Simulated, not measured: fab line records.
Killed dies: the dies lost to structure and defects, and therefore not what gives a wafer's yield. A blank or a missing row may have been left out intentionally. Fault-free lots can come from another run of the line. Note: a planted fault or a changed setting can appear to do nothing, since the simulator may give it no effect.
The same fault as seen by 2 desks    flow rit cmos    each desk has only its own numbers; what lay behind them comes last

## FROM THE METROLOGY DESK
What the gauges read for every lot (on any tool): the sampled wafers with a number, averaged. Any lot whose mean is over 4 standard deviations away from the usual mean is out of limits and marked OUT; that distance is given in the brackets.
Columns: A = SILICIDE_TI_RS at RIT_SILICIDE_RS_MEAS_02, usual 44.4 ohm/sq; B = SILICIDE_TI_THK at RIT_SILICIDE_THK_MEAS_03, usual 30.1 nm
lot   first seen here  A                B
L480  day 3 07:58      44.4             30.2
L481  day 3 17:20      44.3             30.2
L482  day 3 18:50      43.6             30.5
L483  day 3 22:46      44.8             29.9
L484  day 4 06:38      45.3             29.6
L485  day 4 09:48      44.0             30.3
L489  day 5 03:40      49.3 (+8.5) OUT  27.8 (-7.1) OUT
L491  day 5 17:08      50.3 (+10) OUT   27.1 (-9.1) OUT
L492  day 5 20:26      44.4             30.0
L496  day 6 14:07      43.3             30.8
L498  day 7 03:17      44.4             30.1
L500  day 7 11:28      43.8             30.4
L501  day 7 17:09      44.7             29.8
L502  day 7 22:25      44.1             30.2
This desk reports L489, L491 out of limits; the earliest was L489 at day 5 03:40 (SILICIDE_TI_RS at RIT_SILICIDE_RS_MEAS_02). L480, L481, L482, L483, L484, L485, L492, L496, L498, L500, L501, L502: within limits.

## FOR THE TOOL OWNER'S DESK: pvd sputter-01
The tool's own readings at RIT_SILICIDE_SPUTTER_01 (material Ti, target thk 30 nm, time 240 s): means of the sampled wafers that have a number, for each lot that ran on this tool. Any lot whose mean is over 4 standard deviations away from the usual mean is out of limits and marked OUT; that distance is given in the brackets.
Columns: A = throttle valve pct at RIT_SILICIDE_SPUTTER_01, usual 29.7 %
lot   first seen here  A
L481  day 3 17:10      30.0
L483  day 3 22:37      29.3
L485  day 4 09:39      30.0
L489  day 5 03:28      29.6
L491  day 5 16:58      30.2
Result from this desk: across the 5 lots, nothing is out of limits.

## BROUGHT TOGETHER
On L489, L491, the metrology desk was in a position to raise an alarm at day 5 03:40.
The tool owner's desk saw nothing out of limits.
Tool owner's desk: L489, L491 on record, inside its limits.
Every lot named ran RIT_SILICIDE_SPUTTER_01 on pvd sputter-01.

## WHAT THE SIMULATOR HAD INSERTED
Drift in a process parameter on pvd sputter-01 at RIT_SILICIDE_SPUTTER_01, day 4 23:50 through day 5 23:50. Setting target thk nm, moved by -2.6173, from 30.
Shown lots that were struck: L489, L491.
Per desk, hours elapsed from the start of the fault to the first reading out of limits: for the metrology desk, 4.
